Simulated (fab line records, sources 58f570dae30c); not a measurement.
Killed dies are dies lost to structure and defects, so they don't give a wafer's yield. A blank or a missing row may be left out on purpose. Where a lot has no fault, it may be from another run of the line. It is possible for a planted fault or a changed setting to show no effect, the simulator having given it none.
Which tool is to blame? | flow berkeley_cmos170 | 14 lots, 42 wafers sampled, at 1 step of a route of 331

== WHAT EACH GAUGE READ, for each wafer ==
UCB170_FIELD_THK_MEAS_91. Usual: FIELD_OXIDE_LEFT_2_THK gives 356 nm (standard deviation 12).
lot  | measured     | on            | FIELD_OXIDE_LEFT_2_THK (nm) | flag
L220 | day 5 14:23  | film_metro-03 | 357 357 345                 |
L221 | day 5 14:31  | film_metro-02 | 346 355 350                 |
L223 | day 5 18:09  | film_metro-03 | 372 373 379                 |
L222 | day 5 18:35  | film_metro-02 | 378 362 366                 |
L225 | day 6 14:41  | film_metro-03 | 349 354 354                 |
L229 | day 7 18:34  | film_metro-02 | 340 352 343                 |
L232 | day 8 14:06  | film_metro-01 | 356 357 348                 |
L234 | day 8 14:06  | film_metro-02 | 361 357 347                 |
L233 | day 8 14:20  | film_metro-03 | 341 344 351                 |
L237 | day 9 04:29  | film_metro-03 | 360 352 356                 |
L238 | day 9 08:28  | film_metro-03 | 362 370 363                 |
L239 | day 9 19:41  | film_metro-02 | 355 359 364                 |
L240 | day 10 03:34 | film_metro-02 | 335 343 336                 |
L241 | day 10 04:02 | film_metro-03 | 360 370 357                 |

== WHICH TOOL RAN EACH LOT (tool, then ch and the chambers of the sampled wafers, then the start) ==
Record: no process step prior to these readings.

== WHAT THE TOOLS THEMSELVES READ (means of the sampled wafers that have a number; where no wafer has one, the mark that the record gives instead) ==
The record holds no such reading with a usual standard deviation.

== THE ANSWER, worked out from the rows above alone ==
Rule: lot off if the mean of its wafers having a number is beyond 3 standard deviations from the usual mean. A lot without any number at a reading at which 4 lots or more have one is off too. Where the step has rows for the other lots, those lots are counted as sound. First the gauges in route order, then the tools' own readings, where a lot's mean is used as printed above. The first step at which some lot is off is used, and at that step the reading that is off furthest; a lot without a number counts as furthest.
Nothing can be told from this: no lot is off at any reading shown.

== WHAT THE SIMULATOR PUT IN ==
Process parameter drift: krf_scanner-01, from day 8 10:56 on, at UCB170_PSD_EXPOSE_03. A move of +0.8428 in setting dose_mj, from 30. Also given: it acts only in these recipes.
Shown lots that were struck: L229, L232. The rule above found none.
